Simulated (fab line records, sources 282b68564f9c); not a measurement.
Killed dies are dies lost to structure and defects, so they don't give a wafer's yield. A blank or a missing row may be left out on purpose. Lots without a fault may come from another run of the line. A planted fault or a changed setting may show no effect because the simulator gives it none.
fab line records | flow rit_cmos
record lots=5 wafers=15 last_day=7
route steps=202 shown PLDD@116 SPACER@125 NSD@131 PSD@142 SDANNEAL@153 SILICIDE@161 M1@202
lots that met no fault: from a run of the same line without faults
start_h: hours from the record's first day to the start of the lot's first wafer shown | wait_h: hours since the lot's step before | " the same as in the row above | L1.1+2: a row that stands for several wafers | - no value, or no start given | * or withheld: withheld | < > ~ a bound
route shown NAME@n: a module of which the file shows steps, and the number in the route of the first | usual: mean/standard deviation of fault-free wafers | same: alike in all rows | chamber/n: place in a boat | sites: the reading at each site | _std_site: their standard deviation | _edge_site: outer sites' mean less inner sites' | radius_mm: how far each site lies from the wafer's centre | mask NAME#n: copy n | behind: the tool/chamber that last shaped the wafer | hold: why the lot was held/for how many hours/how that ended | device: the transistor (n, p or np) that didn't switch | end of line: the same wafers' tests at the end of the route | a step without rows: its recipe alone | killed: dies lost to structure and defects at the first sort, not the wafer's yield | map: a wafer's dies, x killed, . not, _ none there
set.NAME: the setting as run; set.NAME@STEP: as run at that earlier step | model.NAME: the simulator's own value behind a step, which no gauge read
lots at some steps of the route; a table a step, a row a wafer
services: from which hour (start_h, from the record's first day; less than 0 if before it) a tool's chamber was out of use, for how many hours, and why
## steps
# step RIT_PLDD_SOFTBAKE_02
# recipe resist=NOVOLAK temp_c=90 time_s=60
# step RIT_PLDD_EXPOSE_03
# recipe mask_id=M8 na=0.57 target_cd_nm=40900 dose_mj=250
# step RIT_PLDD_PEB_04
# recipe resist=NOVOLAK temp_c=withheld time_s=withheld
# step RIT_PLDD_DEVELOP_05
# recipe resist=NOVOLAK develop_time_s=50 dev_temp_c=23
# step RIT_PLDD_OVL_MEAS_06
# usual PLDD_OVL=-0.7/1.5
# columns lot.wafer tool chamber start_h wait_h PLDD_OVL[nm]
L714.1 overlay-01 - 111.99 - 1.0
L714.2 " - " " -1.7
L714.6 " - " " -0.6
L715.1 overlay-02 - 121.01 - -0.2
L715.3 " - " " -2.3
L715.5 " - " " -1.5
L718.3 overlay-02 - 134.21 - -3.6
L718.4 " - " " -2.3
L718.5 " - " " -3.2
L719.1 overlay-02 - 134.44 - -4.0
L719.3 " - " " -2.5
L719.4 " - " " -2.1
L723.2 overlay-02 - 154.35 - -1.2
L723.5 " - " " -2.5
L723.6 " - " " -2.3
# step RIT_PLDD_HARDBAKE_07
# recipe resist=NOVOLAK temp_c=140 time_s=60
# step RIT_PLDD_IMPLANT_08
# recipe species=BF2 energy_kev=20 dose_cm2=9e+14 tilt_deg=7
# step RIT_PLDD_STRIP_09
# recipe chemistry=O2 time_s=180 resist=NOVOLAK platen_temp_c=withheld power_w=500 pressure_mtorr=4000 o2_flow_sccm=4000
# usual drypump_motor_current_A=5.5/0.55
# columns lot.wafer tool chamber start_h wait_h drypump_motor_current_A rf_hours_counter_h
L714.1 plasma_asher-01 0 112.32 0.1 5.2 31
L714.2 " 1 " " 4.8 31
L714.6 " 0 " " 5.2 -
L715.1 plasma_asher-01 1 121.35 0.1 4.8 32
L715.3 " 0 " " 5.2 -
L715.5 " 0 " " 5.2 -
L718.3 plasma_asher-01 1 134.60 0.1 4.8 -
L718.4 " 0 " " 5.2 -
L718.5 " 0 " " 5.2 -
L719.1 plasma_asher-02 0 134.78 0.1 5.3 2
L719.3 " 0 " " 5.3 -
L719.4 " 1 " " 6.2 -
L723.2 plasma_asher-03 0 154.68 0.1 6.2 50
L723.5 " 1 " " 5.1 -
L723.6 " 0 " " 6.2 -
# step RIT_PLDD_TW_MEAS_10
# usual PLDD_TW=2343/21
# columns lot.wafer tool chamber start_h wait_h PLDD_TW
L714.1 film_metro-03 - 112.50 0.1 2339
L714.2 " - " " 2341
L714.6 " - " " 2329
L715.1 film_metro-03 - 121.52 0.1 2343
L715.3 " - " " 2328
L715.5 " - " " 2348
L718.3 film_metro-03 - 134.73 0.1 2312
L718.4 " - " " 2327
L718.5 " - " " 2336
L719.1 film_metro-02 - 134.95 0.1 2373
L719.3 " - " " 2368
L719.4 " - " " 2385
L723.2 film_metro-02 - 154.87 0.1 2341
L723.5 " - " " 2352
L723.6 " - " " 2341
# step RIT_SPACER_CLEAN_00
# recipe chemistry=SC1 mix=3:3:50 time_s=600 temp_c=75
# step RIT_SPACER_CLEAN_01
# recipe chemistry=dHF dilution=50:1 time_s=30
# step RIT_SPACER_CLEAN_02
# recipe chemistry=SC2 mix=3:3:50 time_s=600 temp_c=75 dry=n2_spin
# step RIT_SPACER_CVD_03
# recipe material=Si3N4 target_thk_nm=250 temp_c=810 precursor=SiH2Cl2/NH3 time_s=3300 pressure_mtorr=300 sih2cl2_flow_sccm=60 nh3_flow_sccm=150
# usual pressure_mtorr=299.9/0.56
# columns lot.wafer tool chamber start_h wait_h pressure_mtorr model.Si3N4_of_SPACER_CVD_03.thk_nm
L714.1 lpcvd-02 0 112.92 0.0 299.7 253.4
L714.2 " 0 " " 299.8 249.9
L714.6 " 0 " " 300.2 250
L715.1 lpcvd-01 1 121.95 0.0 300.1 252.4
L715.3 " 1 " " 299.7 250.8
L715.5 " 1 " " 300.3 252.5
L718.3 lpcvd-01 0 135.17 0.0 300.1 250.6
L718.4 " 0 " " 299.5 250.2
L718.5 " 0 " " 299.2 249.5
L719.1 lpcvd-02 1 135.38 0.0 149.6 204.8
L719.3 " 1 " " 149.3 203.7
L719.4 " 1 " " 149.6 206.1
L723.2 lpcvd-01 0 155.29 0.0 299.7 250.5
L723.5 " 0 " " 299.6 250.6
L723.6 " 0 " " 299.3 249.6
# step RIT_SPACER_THK_MEAS_04
# recipe reads=Si3N4_of_SPACER_CVD_03
# usual SPACER_NITRIDE_THK=250.7/2.1
# columns lot.wafer tool chamber start_h wait_h SPACER_NITRIDE_THK[nm]
L714.1 film_metro-02 - 114.84 0.0 253.3
L714.2 " - " " 249.6
L714.6 " - " " 250.1
L715.1 film_metro-02 - 123.87 0.0 252.4
L715.3 " - " " 250.8
L715.5 " - " " 252.6
L718.3 film_metro-04 - 137.11 0.0 250.7
L718.4 " - " " 250.2
L718.5 " - " " 249.6
L719.1 film_metro-01 - 137.30 0.0 204.8
L719.3 " - " " 203.8
L719.4 " - " " 205.9
L723.2 film_metro-02 - 157.21 0.0 250.6
L723.5 " - " " 250.7
L723.6 " - " " 249.5
# step RIT_SPACER_ETCHBACK_05
# recipe target_depth_a=2500 SF6_flow_sccm=30 CHF3_flow_sccm=30 target=Si3N4 chemistry=SF6/CHF3 pressure_mtorr=40 rf_w=250 time_s=240 stop_on=SiO2
# usual drypump_motor_current_A=5.6/0.49 oes_product_au=0.850/0.013 throttle_valve_pct=10.30/0.17
# columns lot.wafer tool chamber start_h wait_h drypump_motor_current_A oes_product_au rf_hours_counter_h throttle_valve_pct model.etch.depth_nm
L714.1 rie_diel-03 0 114.90 0.1 6.0 0.870 2 10.51 253.4
L714.2 " 1 " " 5.7 0.867 116 10.61 249.9
L714.6 " 1 " " 5.7 0.869 - 10.60 250
L715.1 rie_diel-02 0 123.93 0.1 5.2 0.843 42 10.38 252.4
L715.3 " 2 " " 5.3 0.841 123 10.21 250.8
L715.5 " 3 " " 5.0 0.838 - 10.12 252.5
L718.3 rie_diel-04 1 137.15 0.0 5.9 0.877 137 10.34 250.6
L718.4 " 1 " " 5.9 0.863 - 10.35 250.2
L718.5 " 2 " " 6.1 0.834 - 10.44 249.5
L719.1 rie_diel-02 2 137.36 0.1 5.3 0.720 123 10.18 204.8
L719.3 " 3 " " 5.0 0.727 1 10.10 203.7
L719.4 " 1 " " 5.3 0.739 22 9.95 206.1
L723.2 rie_diel-02 0 157.26 0.0 5.2 0.842 43 10.38 250.5
L723.5 " 0 " " 5.2 0.838 - 10.36 250.6
L723.6 " 1 " " 5.3 0.850 - 9.96 249.6
# step RIT_NSD_HMDS_00
# recipe prime_time_s=60 prime_temp_c=140
# step RIT_NSD_COAT_01
# recipe resist=NOVOLAK spin_rpm=3250 resist_thk_nm=1000
# step RIT_NSD_SOFTBAKE_02
# recipe resist=NOVOLAK temp_c=90 time_s=60
# step RIT_NSD_EXPOSE_03
# recipe mask_id=M9 na=0.57 target_cd_nm=40700 dose_mj=250
# step RIT_NSD_PEB_04
# recipe resist=NOVOLAK temp_c=withheld time_s=withheld
# step RIT_NSD_DEVELOP_05
# recipe resist=NOVOLAK develop_time_s=50 dev_temp_c=23
# step RIT_NSD_OVL_MEAS_06
# usual NSD_OVL=-0.1/1.4
# columns lot.wafer tool chamber start_h wait_h NSD_OVL[nm]
L714.1 overlay-01 - 115.90 - 1.4
L714.2 " - " " 0.0
L714.6 " - " " 1.6
L715.1 overlay-01 - 125.06 - 0.0
L715.3 " - " " 0.5
L715.5 " - " " 1.6
L718.3 overlay-02 - 138.16 - -3.0
L718.4 " - " " -1.4
L718.5 " - " " -1.3
L719.1 overlay-01 - 138.54 - 0.2
L719.3 " - " " 1.3
L719.4 " - " " 0.0
L723.2 overlay-02 - 158.37 - -1.8
L723.5 " - " " -1.8
L723.6 " - " " -0.8
# step RIT_NSD_HARDBAKE_07
# recipe resist=NOVOLAK temp_c=140 time_s=60
# step RIT_NSD_IMPLANT_08
# recipe species=P energy_kev=25 dose_cm2=1e+15 tilt_deg=7
# step RIT_NSD_STRIP_09
# recipe chemistry=O2 time_s=180 resist=NOVOLAK platen_temp_c=withheld power_w=500 pressure_mtorr=4000 o2_flow_sccm=4000
# usual drypump_motor_current_A=5.4/0.63
# columns lot.wafer tool chamber start_h wait_h drypump_motor_current_A rf_hours_counter_h
L714.1 plasma_asher-03 1 116.24 0.1 5.0 45
L714.2 " 0 " " 6.2 45
L714.6 " 1 " " 5.0 -
L715.1 plasma_asher-03 0 125.40 0.1 6.3 46
L715.3 " 1 " " 5.0 -
L715.5 " 1 " " 5.0 -
L718.3 plasma_asher-03 1 138.54 0.1 5.0 -
L718.4 " 0 " " 6.2 -
L718.5 " 1 " " 5.0 -
L719.1 plasma_asher-04 0 139.09 0.1 5.0 51
L719.3 " 0 " " 5.0 -
L719.4 " 1 " " 6.5 -
L723.2 plasma_asher-01 0 158.70 0.1 5.2 36
L723.5 " 0 " " 5.2 -
L723.6 " 1 " " 4.8 -
# step RIT_NSD_TW_MEAS_10
# usual NSD_TW=3115/28
# columns lot.wafer tool chamber start_h wait_h NSD_TW
L714.1 film_metro-02 - 116.41 0.1 3161
L714.2 " - " " 3148
L714.6 " - " " 3140
L715.1 film_metro-03 - 125.57 0.1 3092
L715.3 " - " " 3089
L715.5 " - " " 3102
L718.3 film_metro-02 - 138.68 0.1 3156
L718.4 " - " " 3171
L718.5 " - " " 3161
L719.1 film_metro-03 - 139.26 0.1 3123
L719.3 " - " " 3100
L719.4 " - " " 3118
L723.2 film_metro-03 - 158.88 0.1 3103
L723.5 " - " " 3097
L723.6 " - " " 3095
# step RIT_PSD_HMDS_00
# recipe prime_time_s=60 prime_temp_c=140
# step RIT_PSD_COAT_01
# recipe resist=NOVOLAK spin_rpm=3250 resist_thk_nm=1000
# step RIT_PSD_SOFTBAKE_02
# recipe resist=NOVOLAK temp_c=90 time_s=60
# step RIT_PSD_EXPOSE_03
# recipe mask_id=M10 na=0.57 target_cd_nm=40900 dose_mj=250
# step RIT_PSD_PEB_04
# recipe resist=NOVOLAK temp_c=withheld time_s=withheld
# step RIT_PSD_DEVELOP_05
# recipe resist=NOVOLAK develop_time_s=50 dev_temp_c=23
# step RIT_PSD_OVL_MEAS_06
# usual PSD_OVL=-0.7/1.6
# columns lot.wafer tool chamber start_h wait_h PSD_OVL[nm]
L714.1 overlay-02 - 117.32 - -3.9
L714.2 " - " " -2.3
L714.6 " - " " -3.3
L715.1 overlay-01 - 126.53 - 0.1
L715.3 " - " " -0.7
L715.5 " - " " -1.7
L718.3 overlay-02 - 139.85 - -0.6
L718.4 " - " " 1.7
L718.5 " - " " 1.3
L719.1 overlay-01 - 140.31 - -0.3
L719.3 " - " " -0.7
L719.4 " - " " 0.1
L723.2 overlay-02 - 159.87 - 1.5
L723.5 " - " " 0.0
L723.6 " - " " -0.1
# step RIT_PSD_HARDBAKE_07
# recipe resist=NOVOLAK temp_c=140 time_s=60
# step RIT_PSD_IMPLANT_08
# recipe species=BF2 energy_kev=27 dose_cm2=5e+15 tilt_deg=7
# step RIT_PSD_STRIP_09
# recipe chemistry=O2 time_s=180 resist=NOVOLAK platen_temp_c=withheld power_w=500 pressure_mtorr=4000 o2_flow_sccm=4000
# usual drypump_motor_current_A=5.6/0.64
# columns lot.wafer tool chamber start_h wait_h drypump_motor_current_A rf_hours_counter_h
L714.1 plasma_asher-04 1 117.66 0.1 6.6 48
L714.2 " 0 " " 5.0 48
L714.6 " 1 " " 6.6 -
L715.1 plasma_asher-02 1 126.96 0.1 6.2 1
L715.3 " 0 " " 5.3 -
L715.5 " 1 " " 6.2 -
L718.3 plasma_asher-02 1 140.23 0.1 6.2 -
L718.4 " 0 " " 5.3 -
L718.5 " 1 " " 6.2 -
L719.1 plasma_asher-02 1 140.66 0.1 6.2 3
L719.3 " 1 " " 6.2 -
L719.4 " 0 " " 5.3 -
L723.2 plasma_asher-04 1 160.20 0.1 6.6 54
L723.5 " 1 " " 6.6 -
L723.6 " 0 " " 5.0 -
# step RIT_PSD_TW_MEAS_10
# usual PSD_TW=3409/33
# columns lot.wafer tool chamber start_h wait_h PSD_TW
L714.1 film_metro-02 - 117.83 0.1 3447
L714.2 " - " " 3459
L714.6 " - " " 3451
L715.1 film_metro-03 - 127.14 0.1 3373
L715.3 " - " " 3391
L715.5 " - " " 3385
L718.3 film_metro-02 - 140.37 0.1 3490
L718.4 " - " " 3473
L718.5 " - " " 3483
L719.1 film_metro-03 - 140.83 0.1 3420
L719.3 " - " " 3427
L719.4 " - " " 3425
L723.2 film_metro-01 - 160.39 0.1 3377
L723.5 " - " " 3373
L723.6 " - " " 3352
# step RIT_SDANNEAL_CLEAN_00
# recipe chemistry=SC1 mix=3:3:50 time_s=600 temp_c=75
# step RIT_SDANNEAL_CLEAN_01
# recipe chemistry=dHF dilution=50:1 time_s=30
# step RIT_SDANNEAL_CLEAN_02
# recipe chemistry=SC2 mix=3:3:50 time_s=600 temp_c=75 dry=n2_spin
# step RIT_SDANNEAL_RTA_03
# recipe temp_c=1050 time_s=5 idle_temp_c=600 ramp_up_c_per_s=342 ramp_down_c_per_s=171 cool_to_c=600 ambient=N2
# usual wafer_temp_C_max=1053.5/1.2
# columns lot.wafer tool chamber start_h wait_h wafer_temp_C_max
L714.1 rtp_anneal-01 0 118.26 0.0 1053.7
L714.2 " 0 " " 1056.3
L714.6 " 0 " " 1053.9
L715.1 rtp_anneal-02 0 127.93 0.0 1052.7
L715.3 " 0 " " 1051.9
L715.5 " 0 " " 1052.0
L718.3 rtp_anneal-01 0 140.79 0.0 1052.3
L718.4 " 0 " " 1056.5
L718.5 " 0 " " 1051.3
L719.1 rtp_anneal-02 0 141.26 0.0 1053.7
L719.3 " 0 " " 1053.7
L719.4 " 0 " " 1053.0
L723.2 rtp_anneal-02 0 160.85 0.0 1052.4
L723.5 " 0 " " 1054.7
L723.6 " 0 " " 1054.7
# step RIT_SDANNEAL_RS_MEAS_04
# recipe thk_meas_gauge=four-point-probe
# usual PSD_RS=115.7/0.33
# columns lot.wafer tool chamber start_h wait_h PSD_RS[ohm/sq]
L714.1 film_metro-03 - 118.38 0.1 115.7
L714.2 " - " " 115.8
L714.6 " - " " 115.7
L715.1 film_metro-03 - 127.99 0.0 115.4
L715.3 " - " " 115.4
L715.5 " - " " 115.8
L718.3 film_metro-01 - 140.87 0.1 115.6
L718.4 " - " " 115.7
L718.5 " - " " 115.5
L719.1 film_metro-02 - 141.32 0.0 115.9
L719.3 " - " " 116.2
L719.4 " - " " 115.9
L723.2 film_metro-01 - 160.91 0.1 115.9
L723.5 " - " " 116.1
L723.6 " - " " 115.8
# step RIT_SILICIDE_WET_ETCH_00
# recipe chemistry=BOE target=SiO2 target_depth_nm=14 time_s=15 dry=n2_spin dilution=10:1 temp_c=21.5
# columns lot.wafer tool chamber start_h wait_h model.Si3N4_of_SPACER_CVD_03.thk_nm
L714.1 wet_bench-02 3 118.86 0.1 197.9
L714.2 " 3 " " 194.5
L714.6 " 3 " " 194.1
L715.1 wet_bench-02 3 128.47 0.1 196.8
L715.3 " 3 " " 194.8
L715.5 " 3 " " 196.9
L718.3 wet_bench-03 1 141.31 0.1 195.6
L718.4 " 1 " " 194.8
L718.5 " 1 " " 194.9
L719.1 wet_bench-03 0 141.80 0.1 159
L719.3 " 0 " " 158.9
L719.4 " 0 " " 160.4
L723.2 wet_bench-03 1 161.37 0.1 194.8
L723.5 " 1 " " 195.1
L723.6 " 1 " " 194
# step RIT_M1_PROBE_99
# usual killed_at_contacts=0.1/0.24 killed_at_front_end=6.6/2.7 killed_dies=6.6/2.7 killed_on_rim=1.7/1.3 killed_open=3.3/1.8 killed_short=3.4/1.9
# same gross_dies=264 killed_at_M0_to_M3=0 killed_at_M4_up=0 killed_at_back_side=0 killed_at_other=0
# columns lot.wafer tool chamber start_h wait_h killed_at_contacts killed_at_front_end killed_dies killed_on_rim killed_open killed_short model.etest.pmos_turned.r_on_ohm_um model.etest.pmos_0p15.r_on_ohm_um model.etest.pmos_0p3.r_on_ohm_um model.etest.nmos_0p15.r_on_ohm_um model.etest.nmos_0p3.r_on_ohm_um model.etest.nplus_sal.width_nm model.etest.pplus_sal.width_nm model.etest.pwell_pinched.rs_ohm_sq
L714.1 prober-01 - 125.93 0.1 0 6 6 1 3 3 3285 2637 6128 1094 2104 3446 3437 453.2
L714.2 prober-01 - 125.98 0.1 0 6 6 0 3 3 3458 2751 6360 1155 2188 3459 3446 456.7
L714.6 prober-01 - 126.18 0.2 0 7 7 1 1 6 3450 2799 6241 1167 2176 3455 3454 467.8
L715.1 prober-02 - 136.05 0.1 0 7 7 3 5 2 3324 2657 6179 1117 2139 3461 3434 467.8
L715.3 prober-02 - 136.15 0.2 0 5 5 2 3 2 3427 2770 6253 1172 2195 3465 3438 468.4
L715.5 prober-02 - 136.25 0.2 0 5 5 1 2 3 3546 2838 6345 1170 2219 3433 3421 468.4
L718.3 prober-01 - 148.91 0.2 1 6 7 1 4 3 3391 2700 6255 1086 2124 3463 3440 460.9
L718.4 prober-01 - 148.96 0.2 0 3 3 0 2 1 3413 2740 6202 1105 2137 3433 3445 464.5
L718.5 prober-01 - 149.01 0.2 0 4 4 1 4 0 3366 2709 6202 1087 2139 3459 3452 457.7
L719.1 prober-02 - 149.43 0.1 0 3 3 2 3 0 - - - - - - - -
L719.3 prober-02 - 149.53 0.2 1 7 8 0 4 4 3691 3054 6377 1415 2362 3526 3530 496.6
L719.4 prober-02 - 149.58 0.2 0 7 7 2 3 4 3713 3089 6558 1430 2395 3520 3517 495.8
L723.2 prober-02 - 168.72 0.1 0 4 4 2 1 3 3515 2848 6447 1186 2221 3466 3475 453.9
L723.5 prober-02 - 168.87 0.2 0 5 5 2 3 2 3513 2823 6462 1193 2206 3454 3455 453.7
L723.6 prober-02 - 168.92 0.2 0 5 5 0 3 2 3696 2977 6681 1224 2262 3462 3461 452.1
# killed by level:class
L714.1 GATE:geometric_particle:open=2 SPACER:geometric_particle:short=2 GATE:geometric_particle:short=1 SILICIDE:geometric_particle:open=1
L714.2 FOX1:geometric_particle:open=2 ACTIVE:geometric_particle:short=1 GATE:geometric_particle:short=1 SPACER:geometric_particle:short=1 SPACER:geometric_particle:open=1
L714.6 SPACER:geometric_particle:short=2 FOX1:geometric_particle:short=1 FOX2:geometric_particle:short=1 GATE:geometric_particle:short=1 GATE:geometric_particle:open=1 REOX:geometric_particle:short=1
L715.1 GATE:geometric_particle:open=4 GATE:geometric_particle:short=1 SPACER:geometric_particle:open=1 SILICIDE:geometric_particle:short=1
L715.3 FOX1:geometric_particle:open=2 GATE:geometric_particle:open=1 GATE:geometric_particle:short=1 SILICIDE:geometric_particle:short=1
L715.5 FOX1:geometric_particle:open=1 FOX2:geometric_particle:short=1 GATE:geometric_particle:short=1 GATE:geometric_particle:open=1 SPACER:geometric_particle:short=1
L718.3 FOX2:geometric_particle:open=2 FOX1:geometric_particle:open=1 GATE:geometric_particle:open=1 GATE:geometric_particle:short=1 SILICIDE:geometric_particle:short=1 CONTACT:geometric_particle:short=1
L718.4 GATE:geometric_particle:open=2 GATE:geometric_particle:short=1
L718.5 REOX:geometric_particle:open=2 FOX2:geometric_particle:open=1 GATE:geometric_particle:open=1
L719.1 GATE:geometric_particle:open=2 FOX1:geometric_particle:open=1
L719.3 GATE:geometric_particle:short=2 SPACER:geometric_particle:open=2 CONTACT:geometric_particle:short=1 GATE:geometric_particle:open=1 SILICIDE:geometric_particle:short=1 SILICIDE:geometric_particle:open=1
L719.4 GATE:geometric_particle:open=2 GATE:geometric_particle:short=2 SPACER:geometric_particle:short=2 REOX:geometric_particle:open=1
L723.2 FOX1:geometric_particle:short=2 FOX2:geometric_particle:short=1 SPACER:geometric_particle:open=1
L723.5 SPACER:geometric_particle:short=2 SPACER:geometric_particle:open=2 FOX2:geometric_particle:open=1
L723.6 FOX1:geometric_particle:short=1 GATE:geometric_particle:open=1 REOX:geometric_particle:open=1 SPACER:geometric_particle:open=1 SILICIDE:geometric_particle:short=1
## services
# columns tool chamber start_h hours kind
rie_diel-04 2 99.12 2.3 repair
wet_bench-02 - 99.21 6.7 repair
rie_diel-04 2 102.39 - clean
rie_diel-04 2 102.39 20.0 scheduled_down
rie_diel-04 2 102.39 20.0 vent_cycle
rtp_anneal-01 - 104.43 1.3 pm
plasma_asher-02 - 108.75 9.0 pm
plasma_asher-02 0 108.75 9.0 vent_cycle
plasma_asher-02 1 108.75 9.0 vent_cycle
plasma_asher-03 - 111.94 2.0 repair
plasma_asher-02 0 117.75 - clean
plasma_asher-02 1 117.75 - clean
rie_diel-04 3 122.35 - clean
rie_diel-04 3 122.35 20.5 scheduled_down
rie_diel-04 3 122.35 20.5 vent_cycle
plasma_asher-01 - 137.35 4.3 pm
plasma_asher-03 - 139.40 2.8 pm
## key
first_sign step=RIT_SPACER_CVD_03 reading=pressure_mtorr direction=down sigmas=99+ usual=299.9 struck=149.5
effect step=RIT_SPACER_THK_MEAS_04 reading=SPACER_NITRIDE_THK direction=down sigmas=22 usual=250.7 struck=204.8
effect step=RIT_SPACER_ETCHBACK_05 reading=oes_product_au direction=down sigmas=9.1 usual=0.850 struck=0.729
model_effect step=RIT_SPACER_CVD_03 value=Si3N4_of_SPACER_CVD_03.thk_nm without=251.8 struck=204.8
model_effect step=RIT_SPACER_ETCHBACK_05 value=etch.depth_nm without=251.8 struck=204.8
model_effect step=RIT_SILICIDE_WET_ETCH_00 value=Si3N4_of_SPACER_CVD_03.thk_nm without=196.2 struck=159.4
model_effect step=RIT_M1_PROBE_99 value=etest.pmos_turned.r_on_ohm_um without=3371 struck=3702
met_at RIT_SPACER_CVD_03
struck_wafers L719.1,L719.3,L719.4
tester_left_out L719
fault kind=process_parameter_drift tool=lpcvd-02 chamber=1 onset_h=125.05 steps=RIT_SPACER_CVD_03 channel=pressure_mtorr offset=-150 shape=step end_h=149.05 acts_in=these_recipes_only stated=300
# tester_left_out: of these lots the tester's yield and bins aren't shown, on N5 and GAA mostly nor the transistor test; their killed dies are dies lost to structure and defects alone, not to doping, threshold or leakage, so they don't give the yield
